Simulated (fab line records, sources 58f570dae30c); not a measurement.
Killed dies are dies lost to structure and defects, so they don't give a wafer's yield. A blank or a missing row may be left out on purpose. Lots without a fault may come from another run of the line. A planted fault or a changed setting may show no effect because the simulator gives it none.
Which tool did it? | flow berkeley_cmos170 | 7 lots, 21 wafers sampled, at 2 steps of a route of 331

WHAT THE GAUGES READ, wafer by wafer
UCB170_M3_RS_MEAS_02: measures by four-point-probe.
lot  | measured     | on            | M3_AL_RS (ohm/sq)
L320 | day 8 06:21  | film_metro-03 | 0.0318 0.0318 0.0323
L322 | day 9 08:11  | film_metro-01 | 0.0320 0.0321 0.0447 0.0321 0.0322 0.0447
L325 | day 10 04:29 | film_metro-03 | 0.0319 0.0317 0.0447 0.0319 0.0318 0.0447
L327 | day 11 01:35 | film_metro-03 | 0.0315 0.0317 0.0317
L335 | day 11 10:39 | film_metro-03 | 0.0319 0.0322 0.0320
L336 | day 12 07:15 | film_metro-04 | 0.0328 0.0327 0.0326
L341 | day 12 12:59 | film_metro-01 | 0.0324 0.0323 0.0325

WHICH TOOL RAN EACH LOT (tool, then ch and the chambers of the sampled wafers, then the start)
lot  | UCB170_M3_SPUTTER_01
L320 | pvd_sputter-02, day 8 06:16
L322 | pvd_sputter-02, day 9 08:06
L325 | pvd_sputter-02, day 10 04:22
L327 | pvd_sputter-03, day 11 01:28
L335 | pvd_sputter-03, day 11 10:32
L336 | pvd_sputter-01, day 12 07:06
L341 | pvd_sputter-03, day 12 12:54
- UCB170_M3_SPUTTER_01: material Al, target thk 900 nm, time 120 s.

THE ANSWER, worked out from the rows above alone
Rule: what is usual is taken from the lots themselves. Put in order of their means at a reading, lots are off if they are a third of the lots or fewer, leave a main group of 4 or more, and stand apart from it by a gap of 3 or more times the standard deviation of the main group's means; of several such gaps the widest counts. A main group whose means are all the same, to the digits that the tables above print for the reading, isn't used. A lot without any number at a reading at which 4 lots or more have one is off too. The other lots that the step has rows for count as sound.
Off: L322, L325, at UCB170_M3_RS_MEAS_02 (M3_AL_RS). The main group: mean 0.0321 ohm/sq, standard deviation 0.00037.
A tool fits if, at a process step before that reading, it ran every lot that is off, and no sound lot after the first of them. The gauges at UCB170_M3_RS_MEAS_02 are tried like those tools. One fits: pvd_sputter-02 at UCB170_M3_SPUTTER_01. Its last sound lot is L320 (day 8 06:16), its first lot that is off L322 (day 9 08:06): a fault that began between those two fits.

WHAT THE SIMULATOR HAD PUT IN
Site profile drift: pvd_sputter-02, from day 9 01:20 on, at UCB170_M3_SPUTTER_01. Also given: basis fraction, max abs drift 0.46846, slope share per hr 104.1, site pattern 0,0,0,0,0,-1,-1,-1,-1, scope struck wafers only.
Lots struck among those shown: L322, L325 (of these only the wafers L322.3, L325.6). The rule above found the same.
